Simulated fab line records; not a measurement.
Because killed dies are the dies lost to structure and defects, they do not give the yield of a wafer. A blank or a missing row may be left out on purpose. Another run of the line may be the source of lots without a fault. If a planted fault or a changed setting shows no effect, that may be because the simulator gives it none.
The same fault as seen by 2 desks	flow rit-cmos	every desk sees just its own numbers, and what lay behind them comes last

## AT THE METROLOGY DESK
Means of the sampled wafers that have a number, per lot and without regard to the tool the lot ran on: this is what the gauges read. The brackets show how far a lot's mean lies from the usual mean; more than 4 standard deviations puts the lot out of limits, marked OUT.
Columns: A = CONTACT_TEOS_THK at RIT_CONTACT_THK_MEAS_01, usual 401 nm; B = cd-nm at RIT_CONTACT_CD_MEAS_08, usual 999.7 nm; C = CONTACT_OVL at RIT_CONTACT_OVL_MEAS_09, usual 0.1 nm
lot	first seen here	A	B	C
L317	day 3 21:06	402	1001.3	-0.4
L320	day 4 10:46	408	997.2	0.8
L327	day 5 22:28	396	997.1	-1.7
L332	day 6 20:49	402	999.8	0.9
L336	day 7 21:46	399	999.0	-2.1
Result from this desk: across the 5 lots, nothing is out of limits.

## FOR THE TOOL OWNER'S DESK: rie-diel-01
The tool's own readings at RIT_CONTACT_ETCH_11 (etches SiO2 in CHF3/CF4/Ar, stops on TiSi2, target depth 480 nm, time 320 s): means of the sampled wafers that have a number, for each lot that ran on this tool. The brackets show how far a lot's mean lies from the usual mean; more than 4 standard deviations puts the lot out of limits, marked OUT.
Columns: A = CHF3_flow_sccm at RIT_CONTACT_ETCH_11, usual 50.00 sccm; B = drypump-motor-current-A at RIT_CONTACT_ETCH_11, usual 5.7 A; C = oes-product-au at RIT_CONTACT_ETCH_11, usual 0.991 a.u.; D = run-length-s at RIT_CONTACT_ETCH_11, usual 348.4 s; E = throttle-valve-pct at RIT_CONTACT_ETCH_11, usual 8.96 %
lot	first seen here	A	B	C	D	E
L320	day 4 12:06	50.08	5.5	0.996	348.4	8.93
L327	day 5 23:55	49.95	5.7	0.979	476.3 (+99 or more) OUT	9.08
This desk's finding: out of limits on L327; first on L327, day 5 23:55 (run-length-s at RIT_CONTACT_ETCH_11). Within limits: L320.

## ALL TOGETHER
An alarm could have come from the tool owner's desk at day 5 23:55, on L327.
At the metrology desk, nothing out of limits was observed.
The metrology desk holds a record of L327, inside its limits.
Of the lots named, all ran RIT_CONTACT_ETCH_11 on rie-diel-01.

## WHAT THE SIMULATOR HAD INSERTED
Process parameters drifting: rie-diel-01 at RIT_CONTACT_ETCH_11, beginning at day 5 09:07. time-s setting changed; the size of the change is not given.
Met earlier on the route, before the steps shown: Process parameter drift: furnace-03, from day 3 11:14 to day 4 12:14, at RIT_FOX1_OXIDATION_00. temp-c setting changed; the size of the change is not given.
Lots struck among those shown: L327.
Delay in hours, fault start to first out-of-limits reading, by desk: the tool owner's desk at 15.
